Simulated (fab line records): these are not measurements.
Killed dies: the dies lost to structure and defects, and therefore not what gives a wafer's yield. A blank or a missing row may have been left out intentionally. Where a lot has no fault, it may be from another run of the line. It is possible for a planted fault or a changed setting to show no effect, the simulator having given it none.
One fault seen from 2 desks || flow berkeley-cmos170 || every desk sees just its own numbers, and what lay behind them comes last

== DESK OF THE TOOL OWNER: rie-metal-01 ==
The tool's own readings at UCB170_M3_METAL_ETCH_18 (etches Al in Cl2/BCl3, stops on SiO2, target depth 1170 nm, time 195 s): means of the sampled wafers that have a number, for each lot that ran on this tool. A lot is out of limits, marked OUT, if its mean lies more than 4 standard deviations from the usual mean; the brackets give that distance.
Columns: A = chamber-pressure-mTorr at UCB170_M3_METAL_ETCH_18, usual 11.999 mTorr; B = drypump-motor-current-A at UCB170_M3_METAL_ETCH_18, usual 5.6 A; C = oes-product-au at UCB170_M3_METAL_ETCH_18, usual 0.849 a.u.; D = throttle-valve-pct at UCB170_M3_METAL_ETCH_18, usual 24.40 %
{"lot": "L571", "first seen here": "day 8 23:56", "A": 12.006, "B": 5.1, "C": 0.835, "D": 24.07}
{"lot": "L573", "first seen here": "day 9 05:49", "A": 11.995, "B": 5.2, "C": 0.847, "D": 24.32}
{"lot": "L578", "first seen here": "day 10 12:41", "A": 12.001, "B": 5.1, "C": "0.754 (-9.5) OUT", "D": 24.24}
{"lot": "L581", "first seen here": "day 10 14:06", "A": 12.007, "B": 5.2, "C": "0.753 (-9.6) OUT", "D": 24.37}
This desk's verdict: out of limits on L578, L581, starting with L578 at day 10 12:41 (oes-product-au at UCB170_M3_METAL_ETCH_18). In limits: L571, L573.

== AT THE METROLOGY DESK ==
What the gauges read, lot by lot, whatever tool the lot ran on: means of the sampled wafers that have a number. A lot is out of limits, marked OUT, if its mean lies more than 4 standard deviations from the usual mean; the brackets give that distance.
Columns: A = V1_OVL at UCB170_V1_OVL_MEAS_13, usual 3 nm; B = cd-nm at UCB170_M3_CD_MEAS_90, usual 699 nm
{"lot": "L570", "first seen here": "day 8 14:17", "A": 1, "B": 698}
{"lot": "L571", "first seen here": "day 8 15:44", "A": 5, "B": 700}
{"lot": "L573", "first seen here": "day 8 21:19", "A": 1, "B": 701}
{"lot": "L574", "first seen here": "day 8 22:45", "A": 5, "B": 698}
{"lot": "L572", "first seen here": "day 8 23:01", "A": 6, "B": 697}
{"lot": "L578", "first seen here": "day 10 03:50", "A": 0, "B": "718 (+5.4) OUT"}
{"lot": "L581", "first seen here": "day 10 04:08", "A": 12, "B": "716 (+5.0) OUT"}
{"lot": "L582", "first seen here": "day 10 17:31", "A": 5, "B": 698}
{"lot": "L583", "first seen here": "day 11 15:04", "A": 7, "B": 695}
{"lot": "L584", "first seen here": "day 11 18:49", "A": 3, "B": 693}
{"lot": "L587", "first seen here": "day 12 05:33", "A": -2, "B": 697}
{"lot": "L589", "first seen here": "day 12 05:50", "A": -6, "B": 698}
{"lot": "L591", "first seen here": "day 12 21:00", "A": 1, "B": 698}
{"lot": "L590", "first seen here": "day 12 21:34", "A": 4, "B": 701}
This desk's verdict: out of limits on L578, L581, starting with L578 at day 10 12:58 (cd-nm at UCB170_M3_CD_MEAS_90). In limits: L570, L571, L573, L574, L572, L582, L583, L584, L587, L589, L591, L590.

== TAKEN TOGETHER ==
At day 10 12:41, on L578, L581, the tool owner's desk was in a position to raise an alarm.
An alarm was possible from the metrology desk at day 10 12:58, on L578, L581.
Of the lots named, all ran UCB170_M3_METAL_ETCH_18 on rie-metal-01.

== WHAT THE SIMULATOR HAD PUT IN ==
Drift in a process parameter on rie-metal-01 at UCB170_M3_METAL_ETCH_18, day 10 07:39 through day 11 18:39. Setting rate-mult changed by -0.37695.
Shown lots that were struck: L578, L581.
Fault start to first reading out of limits, in hours, per desk: tool owner, 5; metrology, 5.
